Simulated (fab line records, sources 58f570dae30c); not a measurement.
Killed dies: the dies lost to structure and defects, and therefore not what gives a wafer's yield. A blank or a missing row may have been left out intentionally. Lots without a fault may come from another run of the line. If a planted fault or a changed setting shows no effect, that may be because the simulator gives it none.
Which of the tools did it? | flow berkeley-cmos170 | 45 wafers from 15 lots sampled at 3 of the route's 331 steps

WHAT THE GAUGES READ, wafer by wafer
UCB170_V1_THK_MEAS_01. Usual: for V1_TEOS_THK the level is 1998 nm and the standard deviation is 24.
lot  | measured     | on            | V1_TEOS_THK (nm) | flag
L108 | day 7 01:36  | film-metro-01 | 1974 1977 1999   |
L110 | day 8 03:19  | film-metro-01 | 1964 1971 1983   |
L115 | day 8 13:23  | film-metro-04 | 1999 1997 2040   |
L112 | day 8 13:28  | film-metro-02 | 1983 2023 1999   |
L114 | day 8 13:33  | film-metro-04 | 1983 1974 2010   |
L116 | day 8 23:49  | film-metro-02 | 1989 1951 1974   |
L113 | day 9 02:39  | film-metro-01 | 1990 1995 2043   |
L117 | day 9 02:41  | film-metro-04 | 1999 1974 1974   |
L119 | day 9 16:10  | film-metro-04 | 1999 1988 2035   |
L120 | day 9 19:51  | film-metro-04 | 1959 1959 2019   |
L123 | day 10 08:49 | film-metro-02 | 1978 1986 2019   |
L124 | day 10 08:51 | film-metro-01 | 2010 2003 2045   |
L128 | day 11 11:25 | film-metro-01 | 1947 1978 1977   |
L130 | day 11 11:25 | film-metro-02 | 2014 2022 2016   |
L131 | day 11 23:41 | film-metro-04 | 1962 2011 2027   |

UCB170_V1_OVL_MEAS_13. Usual: for V1_OVL the level is 4 nm and the standard deviation is 5.
lot  | measured     | on         | V1_OVL (nm) | flag
L108 | day 7 04:48  | overlay-02 | -4 3 3      |
L110 | day 8 05:34  | overlay-02 | 5 6 1       |
L115 | day 8 15:19  | overlay-01 | 10 6 4      |
L112 | day 8 15:33  | overlay-01 | 5 7 -1      |
L114 | day 8 15:55  | overlay-01 | -1 8 -8     |
L116 | day 9 04:23  | overlay-02 | 12 15 12    |
L113 | day 9 06:36  | overlay-01 | 9 1 8       |
L117 | day 9 06:44  | overlay-02 | 8 7 8       |
L119 | day 9 18:05  | overlay-02 | 6 6 -5      |
L120 | day 9 21:56  | overlay-01 | 3 0 2       |
L123 | day 10 12:04 | overlay-01 | 1 6 4       |
L124 | day 10 12:19 | overlay-01 | 6 5 10      |
L128 | day 11 14:02 | overlay-01 | 6 4 5       |
L130 | day 11 14:17 | overlay-02 | 7 8 8       |
L131 | day 12 01:36 | overlay-01 | -4 6 4      |

UCB170_M2_OVL_MEAS_16. Usual: for M2_OVL the level is -1 nm and the standard deviation is 5.6.
lot  | measured     | on         | M2_OVL (nm) | flag
L108 | day 7 08:16  | overlay-01 | -9 3 -5     |
L110 | day 8 10:17  | overlay-01 | -2 -3 -1    |
L115 | day 8 19:13  | overlay-02 | 15 3 10     |
L112 | day 8 20:50  | overlay-01 | -5 1 3      |
L114 | day 8 21:01  | overlay-01 | -6 -5 -5    |
L116 | day 9 09:04  | overlay-02 | 1 1 -9      |
L113 | day 9 10:11  | overlay-01 | 2 1 4       |
L117 | day 9 10:26  | overlay-02 | -1 3 3      |
L119 | day 9 21:01  | overlay-02 | 4 -6 5      |
L120 | day 10 00:52 | overlay-01 | 4 -6 1      |
L123 | day 10 15:13 | overlay-02 | -11 -8 -13  |
L124 | day 10 15:27 | overlay-02 | -10 -10 -9  |
L128 | day 11 16:53 | overlay-01 | -4 1 2      |
L130 | day 11 17:07 | overlay-02 | -1 -7 -4    |
L131 | day 12 04:10 | overlay-02 | 0 -10 -4    |

EACH LOT AND THE TOOL THAT RAN IT (in order: tool; ch and the chambers of the sampled wafers; start)
The record shows no process step preceding these readings.

WHAT THE TOOLS THEMSELVES READ (means of the sampled wafers that have a number; where no wafer has one, the mark that the record gives instead)
The record holds no such reading with a usual standard deviation.

THE ANSWER, worked out from the rows above alone
Rule: take the mean of a lot's wafers that have a number; if it is more than 3 standard deviations from the usual mean, the lot is off. A lot without any number at a reading at which 4 lots or more have one is off too. All remaining lots with rows at the step are treated as sound. After the gauges, taken in route order, come the tools' own readings; for these a lot's mean is taken, as printed above. At the first step where some lot is off, the reading lying furthest off is the one used; lots without a number count as furthest.
Nothing can be told from this: no lot is off at any reading shown.

WHAT WAS PUT IN BY THE SIMULATOR
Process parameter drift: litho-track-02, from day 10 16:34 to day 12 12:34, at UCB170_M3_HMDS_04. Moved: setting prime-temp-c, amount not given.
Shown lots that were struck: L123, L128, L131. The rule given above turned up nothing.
